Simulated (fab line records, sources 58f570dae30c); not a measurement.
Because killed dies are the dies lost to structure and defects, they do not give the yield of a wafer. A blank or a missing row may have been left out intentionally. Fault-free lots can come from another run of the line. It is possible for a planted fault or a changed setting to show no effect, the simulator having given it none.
A lot that was struck, set against a sound lot / flow berkeley_cmos170 / 15 out of 331 route steps
Sound: these wafers, L310.3, L310.4, L310.6. Struck: wafers L316.2, L316.3, L316.4. At the end, the cause is stated.
Each step with rows lists, per side, the tool, then ch with its chambers, then its first start. Under that, the readings that differ: sound wafers / struck wafers / difference of the means / sigmas: that difference in standard deviations of wafers without a fault.
alike: same words and numbers on both sides, and readings whose means sit less than 2 such deviations apart. not compared: any withheld reading, any reading some wafer has no value for, any bound like >300 that may hide the same value, and any number with overlapping values for which the record gives no deviation.
A row with sigmas, a row that says differs or no value, or rows on one side alone: a step with any of these is where the two part. When numbers do not overlap yet have no deviation, they are printed without sigmas and do not part them. A reading missing from all wafers of one side parts the sides only when that side holds two or more wafers.

first, 4 steps without rows for these wafers: UCB170_NWELL_WET_ETCH_19 (etches SiO2 in BOE, time 22 s); UCB170_PWELL_CLEAN_00 (cleans in SPM, time 600 s); UCB170_PWELL_CLEAN_01 (cleans in dHF, time 60 s); UCB170_PWELL_OXIDATION_02 (target thk 26.4 nm, ox time 1238 s).
UCB170_PWELL_THK_MEAS_03:
  struck on film_metro-04, day 4 14:26; sound on film_metro-02, day 3 08:41
  alike: PWELL_OXIDE_THK
then, 2 steps without rows for these wafers: UCB170_PWELL_ANNEAL_04 (time 922 s); UCB170_PWELL_CVD_05 (deposits Si3N4 from SiH2Cl2/NH3, target thk 220 nm, time 3300 s).
UCB170_PWELL_THK_MEAS_06:
  struck on film_metro-03, day 5 00:19; sound on film_metro-02, day 3 15:35
  alike: PWELL_NITRIDE_THK
then, 4 steps without rows for these wafers: UCB170_PWELL_HMDS_07 (prime time 60 s); UCB170_PWELL_COAT_08 (resist thk 900 nm); UCB170_PWELL_SOFTBAKE_09 (time 60 s); UCB170_PWELL_EXPOSE_10 (exposes mask PWELL, target cd 3000 nm).
UCB170_PWELL_PEB_11:
  sound on litho_track-03 ch 0, day 3 16:31; struck on litho_track-03 ch 0, day 5 01:01
reading=heater_power_total_W (W); sound=56.81 56.85 56.74; struck=57.64 57.69 57.63; difference=+0.85; sigmas=+22
reading=plate_temp_C (C); sound=129.92 130.06 130.04; struck=131.46 131.56 131.42; difference=+1.47; sigmas=+11
then, 1 step without rows for these wafers: UCB170_PWELL_DEVELOP_12 (develop time 45 s).
-- the record jumps here: 7 days lie between the struck wafers' starts before and after (it left off in module PWELL and takes up again in module M3, whose first step shown is number 331 of the route) --
UCB170_M3_PROBE_99:
  the record has rows for the struck wafers here (prober-02, day 11 16:25) and none for the sound ones

## WHERE THEY PART
At UCB170_PWELL_PEB_11 first; at UCB170_M3_PROBE_99 last (within this record only).

WHY: the cause the simulator had injected
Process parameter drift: litho_track-03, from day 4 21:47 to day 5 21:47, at UCB170_PWELL_PEB_11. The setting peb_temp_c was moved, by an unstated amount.
